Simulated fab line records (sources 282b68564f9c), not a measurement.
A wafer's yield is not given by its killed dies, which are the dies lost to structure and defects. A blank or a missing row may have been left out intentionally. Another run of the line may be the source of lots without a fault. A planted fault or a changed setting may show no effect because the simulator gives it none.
A struck lot beside a sound one -- flow rit-cmos -- 15 out of 202 route steps
Sound: the wafers L982.1, L982.5, L982.6. Wafers struck: L991.2, L991.4, L991.6. At the end, the cause is stated.
Each step with rows lists, per side, the tool, then ch with its chambers, then its first start. Under that, the readings that differ: sound wafers -- struck wafers -- difference of the means -- sigmas: that difference in standard deviations of wafers without a fault.
alike: readings with means less than 2 such deviations apart, plus words and numbers identical on both sides. not compared: withheld readings, readings lacking a value on some wafer, bounds such as >300 that could conceal the same value, and numbers that have no deviation in the record and whose values overlap.
The two part at a step that has a row with sigmas, a row that says differs or no value, or rows on one side only. Numbers that have no deviation but don't overlap get no sigmas and don't part them. A reading missing from all wafers of one side parts the sides only when that side holds two or more wafers.

first, 1 step without rows for these wafers: RIT_NWELL_IMPLANT_08.
RIT_NWELL_STRIP_09: strips in O2, time 180 s.
  sound on plasma-asher-04 ch 0,1, day 4 01:11; struck on plasma-asher-04 ch 0,1, day 5 22:56
  alike: drypump-motor-current-A, o2-flow-sccm
  not compared: rf-hours-counter-h
RIT_NWELL_TW_MEAS_10:
  struck on film-metro-01, day 5 23:07; sound on film-metro-04, day 4 01:22
  alike: NWELL_TW
then, 6 steps without rows for these wafers: RIT_PWELL_HMDS_00 (prime time 60 s); RIT_PWELL_COAT_01 (resist thk 1300 nm); RIT_PWELL_SOFTBAKE_02 (time 60 s); RIT_PWELL_EXPOSE_03 (exposes mask M3, target cd 43700 nm); RIT_PWELL_PEB_04; RIT_PWELL_DEVELOP_05 (develop time 68 s).
RIT_PWELL_OVL_MEAS_06:
  struck on overlay-02, day 6 00:04; sound on overlay-01, day 4 02:25
  alike: PWELL_OVL
then, 2 steps without rows for these wafers: RIT_PWELL_HARDBAKE_07 (time 120 s); RIT_PWELL_IMPLANT_08.
RIT_PWELL_STRIP_09: strips in O2, time 180 s.
  sound on plasma-asher-03 ch 0,1, day 4 02:52; struck on plasma-asher-03 ch 0,1, day 6 00:29
reading,sound,struck,difference,sigmas
o2-flow-sccm (sccm),4007 3998 4013,3185 3213 3215,-802,-67
  alike: drypump-motor-current-A
  not compared: rf-hours-counter-h
RIT_PWELL_TW_MEAS_10:
  struck on film-metro-01, day 6 00:40; sound on film-metro-01, day 4 03:02
  alike: PWELL_TW
next, for these wafers, 1 step has no rows: RIT_M1_PROBE_99.

== WHERE THEY PART ==
RIT_PWELL_STRIP_09 only, going by this record. Later steps at which nothing parts them and some readings are alike: RIT_PWELL_TW_MEAS_10.

WHY: the cause the simulator had injected
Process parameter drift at RIT_PWELL_STRIP_09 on plasma-asher-03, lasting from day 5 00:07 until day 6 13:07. A move of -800 in setting o2-flow-sccm, from 4000. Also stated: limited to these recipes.
